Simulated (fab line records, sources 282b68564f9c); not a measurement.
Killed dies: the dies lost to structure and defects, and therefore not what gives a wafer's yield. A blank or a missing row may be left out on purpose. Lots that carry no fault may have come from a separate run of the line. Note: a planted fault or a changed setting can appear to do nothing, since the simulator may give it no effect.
A lot that was struck, set against a sound lot ; flow ritCmos ; 43 steps out of a route of 202
Sound: wafers L978.1, L978.4, L978.6. Struck: wafers L991.1, L991.2, L991.5. The cause comes at the end.
At each step with rows: each side's tool, then ch and its chambers, then its first start. Under that, the readings that differ: sound wafers ; struck wafers ; difference of the means ; sigmas: that difference in standard deviations of wafers without a fault.
alike: readings whose means differ by less than 2 such deviations, and words and numbers that are the same on both sides. not compared: withheld readings, readings that some wafer has no value for, bounds like >300 that may hide the same value, and numbers for which the record gives no deviation and whose values overlap.
The two part at a step that has a row with sigmas, a row that says differs or no value, or rows on one side only. Numbers that have no deviation but don't overlap get no sigmas and don't part them. A reading missing from all wafers of one side parts the sides only when that side holds two or more wafers.

RIT_SDANNEAL_RTA_03: time 5 s.
  sound on rtpAnneal-02 ch 0, day 3 13:01; struck on rtpAnneal-01 ch 0, day 6 12:23
  alike: wafer_temp_C_max
RIT_SDANNEAL_RS_MEAS_04: measures by four-point-probe.
  sound on filmMetro-04 at day 3 13:04; struck on filmMetro-02 at day 6 12:26
reading;sound;struck;difference;sigmas
PSD_RS (ohm/sq);116.13 116.46 116.39;115.42 115.88 115.84;-0.61;-2
RIT_SDANNEAL_RS_MEAS_05: measures by four-point-probe.
  sound on filmMetro-04 at day 3 13:11; struck on filmMetro-02 at day 6 12:34
  alike: NSD_RS
RIT_SDANNEAL_RS_MEAS_06: measures by four-point-probe.
  sound on filmMetro-04 at day 3 13:19; struck on filmMetro-02 at day 6 12:41
  alike: PLDD_RS
RIT_SDANNEAL_RS_MEAS_07: measures by four-point-probe.
  sound on filmMetro-04 at day 3 13:26; struck on filmMetro-02 at day 6 12:48
  alike: NLDD_RS
then, 1 step without rows for these wafers: RIT_SILICIDE_WET_ETCH_00 (etches SiO2 in BOE, target depth 14 nm, time 15 s).
RIT_SILICIDE_SPUTTER_01: material Ti, target thk 30 nm, time 240 s.
  sound on pvdSputter-01 at day 3 13:34; struck on pvdSputter-02 at day 6 12:56
  alike: throttleValvePct
RIT_SILICIDE_RS_MEAS_02: measures by four-point-probe.
  sound on filmMetro-01 at day 3 13:43; struck on filmMetro-04 at day 6 13:05
  alike: SILICIDE_TI_RS
RIT_SILICIDE_THK_MEAS_03: measures by xrf.
  sound on filmMetro-01 at day 3 13:50; struck on filmMetro-04 at day 6 13:13
  alike: SILICIDE_TI_THK
RIT_SILICIDE_RTA_04: time 10 s, ramp up 5 s, ramp down 5 s.
  sound on rtpAnneal-01 ch 0, day 3 13:53; struck on rtpAnneal-02 ch 0, day 6 13:16
  alike: wafer_temp_C_max
then, 1 step without rows for these wafers: RIT_SILICIDE_WET_ETCH_05 (etches Ti in SPM, time 120 s).
RIT_SILICIDE_RTA_06: time 10 s, ramp up 5 s, ramp down 10 s.
  sound on rtpAnneal-02 ch 0, day 3 14:00; struck on rtpAnneal-01 ch 0, day 6 13:22
  alike: wafer_temp_C_max
RIT_CONTACT_CVD_00: deposits SiO2 from TEOS, target thk 400 nm, time 61 s.
  sound on pecvd-02 ch 0,2, day 3 14:04; struck on pecvd-01 ch 0,1,2, day 6 13:26
  alike: heaterPowerW
  not compared: model.SiO2_of_CONTACT_CVD_00.thkNm
RIT_CONTACT_THK_MEAS_01:
  sound on filmMetro-02 at day 3 14:07; struck on filmMetro-03 at day 6 13:29
  alike: CONTACT_TEOS_THK
then, 6 steps without rows for these wafers: RIT_CONTACT_HMDS_02 (prime time 60 s); RIT_CONTACT_COAT_03 (resist thk 1000 nm); RIT_CONTACT_SOFTBAKE_04 (time 60 s); RIT_CONTACT_EXPOSE_05 (exposes mask M11, target cd 1000 nm); RIT_CONTACT_PEB_06; RIT_CONTACT_DEVELOP_07 (develop time 120 s).
RIT_CONTACT_CD_MEAS_08: target cd 1000 nm.
  sound on cdSem-01 at day 3 15:16; struck on cdSem-01 at day 6 14:31
  alike: cdNm
RIT_CONTACT_OVL_MEAS_09:
  sound on overlay-02 at day 3 15:23; struck on overlay-01 at day 6 14:38
  alike: CONTACT_OVL
then, 1 step without rows for these wafers: RIT_CONTACT_HARDBAKE_10 (time 60 s).
RIT_CONTACT_ETCH_11: etches SiO2 in CHF3/CF4/Ar, stops on TiSi2, target depth 480 nm, time 320 s.
  sound on rieDiel-03 ch 0,3, day 3 15:34; struck on rieDiel-03 ch 2,3, day 6 14:58
  alike: drypumpMotorCurrentA, oesProductAu, throttleValvePct
  not compared: rfHoursCounterH, model.etch.depthNm, model.CONTACT.featureDepthNm
then, 1 step without rows for these wafers: RIT_CONTACT_STRIP_12 (strips in O2, time 180 s).
RIT_CONTACT_CD_MEAS_90: target cd 1000 nm.
  sound on cdSem-01 at day 3 15:56; struck on cdSem-02 at day 6 15:20
  alike: cdNm
then, 2 steps without rows for these wafers: RIT_CONTACT_CLEAN_13 (cleans in SC1, time 600 s); RIT_CONTACT_CLEAN_14 (cleans in SC2, time 600 s).
RIT_M1_SPUTTER_00: material Al, target thk 400 nm, time 500 s.
  sound on pvdSputter-01 at day 3 16:25; struck on pvdSputter-03 at day 6 15:50
  alike: throttleValvePct
RIT_M1_RS_MEAS_01: measures by four-point-probe.
  sound on filmMetro-04 at day 3 16:42; struck on filmMetro-03 at day 6 16:08
  alike: M1_AL_RS
RIT_M1_THK_MEAS_02: measures by xrf.
  sound on filmMetro-04 at day 3 16:49; struck on filmMetro-03 at day 6 16:15
  alike: M1_AL_THK
then, 6 steps without rows for these wafers: RIT_M1_HMDS_03 (prime time 60 s); RIT_M1_COAT_04 (resist thk 1300 nm); RIT_M1_SOFTBAKE_05 (time 60 s); RIT_M1_EXPOSE_06 (exposes mask M12, target cd 2600 nm); RIT_M1_PEB_07; RIT_M1_DEVELOP_08 (develop time 68 s).
RIT_M1_CD_MEAS_09: target cd 2600 nm.
  sound on cdSem-01 at day 3 17:55; struck on cdSem-01 at day 6 17:19
  alike: cdNm
RIT_M1_OVL_MEAS_10:
  sound on overlay-01 at day 3 18:02; struck on overlay-02 at day 6 17:26
  alike: M1_OVL
then, 1 step without rows for these wafers: RIT_M1_HARDBAKE_11 (time 120 s).
RIT_M1_METAL_ETCH_12: etches Al in Cl2/BCl3, stops on SiO2, time 165 s, target depth 600 nm.
  sound on rieMetal-03 ch 0,1, day 3 18:19; struck on rieMetal-01 ch 0,1, day 6 17:43
  alike: drypumpMotorCurrentA, oesProductAu, throttleValvePct
  not compared: rfHoursCounterH, model.SiO2_of_CONTACT_CVD_00.thkNm
then, 1 step without rows for these wafers: RIT_M1_STRIP_13 (strips in nmp, time 600 s).
RIT_M1_PROBE_99:
  sound on prober-01 at day 3 21:44; struck on prober-02 at day 6 19:58
  alike: killedAtContacts, killedAtFrontEnd, killedDies, killedOpen, killedShort

WHERE THEY PART
RIT_SDANNEAL_RS_MEAS_04 only, going by this record. Later steps at which nothing parts them and some readings are alike: RIT_SDANNEAL_RS_MEAS_05, RIT_SDANNEAL_RS_MEAS_06, RIT_SDANNEAL_RS_MEAS_07, RIT_SILICIDE_SPUTTER_01, RIT_SILICIDE_RS_MEAS_02, RIT_SILICIDE_THK_MEAS_03, RIT_SILICIDE_RTA_04, RIT_SILICIDE_RTA_06, RIT_CONTACT_CVD_00, RIT_CONTACT_THK_MEAS_01, RIT_CONTACT_CD_MEAS_08, RIT_CONTACT_OVL_MEAS_09, RIT_CONTACT_ETCH_11, RIT_CONTACT_CD_MEAS_90, RIT_M1_SPUTTER_00, RIT_M1_RS_MEAS_01, RIT_M1_THK_MEAS_02, RIT_M1_CD_MEAS_09, RIT_M1_OVL_MEAS_10, RIT_M1_METAL_ETCH_12, RIT_M1_PROBE_99.

WHY: what had been put in by the simulator
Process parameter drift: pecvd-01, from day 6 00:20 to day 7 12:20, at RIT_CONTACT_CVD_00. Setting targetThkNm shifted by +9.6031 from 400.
